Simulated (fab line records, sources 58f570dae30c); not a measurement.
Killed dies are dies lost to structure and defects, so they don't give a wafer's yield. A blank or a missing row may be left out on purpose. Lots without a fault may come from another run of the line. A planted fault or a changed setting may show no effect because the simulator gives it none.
A struck lot beside a sound one | flow berkeley_cmos170 | 17 steps out of a route of 331
Sound: wafers L963.1, L963.2, L963.3. Struck: wafers L974.1, L974.5. (L974.4 of the same lot was not struck and is left out.) The cause comes at the end.
At each step with rows: each side's tool, then ch and its chambers, then its first start. Under that, the readings that differ: sound wafers | struck wafers | difference of the means | sigmas: that difference in standard deviations of wafers without a fault.
alike: readings whose means differ by less than 2 such deviations, and words and numbers that are the same on both sides. not compared: withheld readings, readings that some wafer has no value for, bounds like >300 that may hide the same value, and numbers for which the record gives no deviation and whose values overlap.
The two part at a step that has a row with sigmas, a row that says differs or no value, or rows on one side only. Numbers that don't overlap but have no deviation are shown without sigmas and don't part them. A reading that every wafer of one side lacks parts them only if that side has two wafers or more.

first, 5 steps without rows for these wafers: UCB170_NLDD_COAT_01 (resist thk 900 nm); UCB170_NLDD_SOFTBAKE_02 (time 60 s); UCB170_NLDD_EXPOSE_03 (exposes mask NSELECT, target cd 1200 nm); UCB170_NLDD_PEB_04; UCB170_NLDD_DEVELOP_05 (develop time 45 s).
UCB170_NLDD_CD_MEAS_06: target cd 1200 nm.
  sound on cd_sem-01, day 6 23:17; struck on cd_sem-01, day 9 00:46
  alike: cd_nm
UCB170_NLDD_OVL_MEAS_07:
  sound on overlay-02, day 6 23:24; struck on overlay-01, day 9 00:53
  alike: NLDD_OVL
then, 2 steps without rows for these wafers: UCB170_NLDD_IMPLANT_08; UCB170_NLDD_IMPLANT_09.
UCB170_NLDD_STRIP_10: strips in O2.
  sound on plasma_asher-03 ch 0,1, day 6 23:44; struck on plasma_asher-03 ch 1, day 9 01:13
  reading                      | sound             | struck      | difference | sigmas
  strip_time_to_endpoint_s (s) | 21.73 21.71 21.70 | 21.56 21.59 | -0.14      | -2
  alike: chamber_pressure_mTorr, drypump_motor_current_A, oes_product_au
  not compared: rf_hours_counter_h
UCB170_NLDD_TW_MEAS_11:
  sound on film_metro-02, day 6 23:50; struck on film_metro-01, day 9 01:19
  alike: NLDD_TW
then, 1 step without rows for these wafers: UCB170_NLDD_CLEAN_12 (cleans in SPM, time 600 s).
UCB170_SPACER_CVD_00: deposits SiO2 from TEOS/O2, target thk 376 nm, time 47 s.
  sound on pecvd-02 ch 0,1,2, day 7 00:05; struck on pecvd-03 ch 2, day 9 01:33
  reading                                 | sound           | struck    | difference | sigmas
  model.SiO2_of_SPACER_CVD_00.thk_nm (nm) | 375.8 374 374.8 | 486 494.5 | +115       |
  alike: heater_power_w
UCB170_SPACER_THK_MEAS_01:
  sound on film_metro-03, day 7 00:08; struck on film_metro-03, day 9 01:35
  reading              | sound       | struck  | difference | sigmas
  SPACER_TEOS_THK (nm) | 376 374 375 | 486 494 | +115       | +20
then, 1 step without rows for these wafers: UCB170_SPACER_ANNEAL_02 (time 1800 s).
UCB170_SPACER_ETCHBACK_03: etches SiO2 in CHF3/CF4/Ar, stops on Si, target depth 376 nm, time 100 s.
  sound on rie_diel-03 ch 0,1,3, day 7 03:05; struck on rie_diel-01 ch 0,1, day 9 07:00
  reading                  | sound             | struck      | difference | sigmas
  oes_product_au (a.u.)    | 0.900 0.903 0.911 | 0.971 1.025 | +0.093     | +6
  model.etch.depth_nm (nm) | 375.8 374 374.8   | 413.8 442.9 | +53.5      |
  alike: chamber_pressure_mTorr, drypump_motor_current_A, throttle_valve_pct
  not compared: rf_hours_counter_h
then, 1 step without rows for these wafers: UCB170_PSD_HMDS_00 (prime time 60 s).

WHERE THEY PART
First at UCB170_NLDD_STRIP_10; last, within this record, at UCB170_SPACER_ETCHBACK_03.

WHY: what the simulator had put in
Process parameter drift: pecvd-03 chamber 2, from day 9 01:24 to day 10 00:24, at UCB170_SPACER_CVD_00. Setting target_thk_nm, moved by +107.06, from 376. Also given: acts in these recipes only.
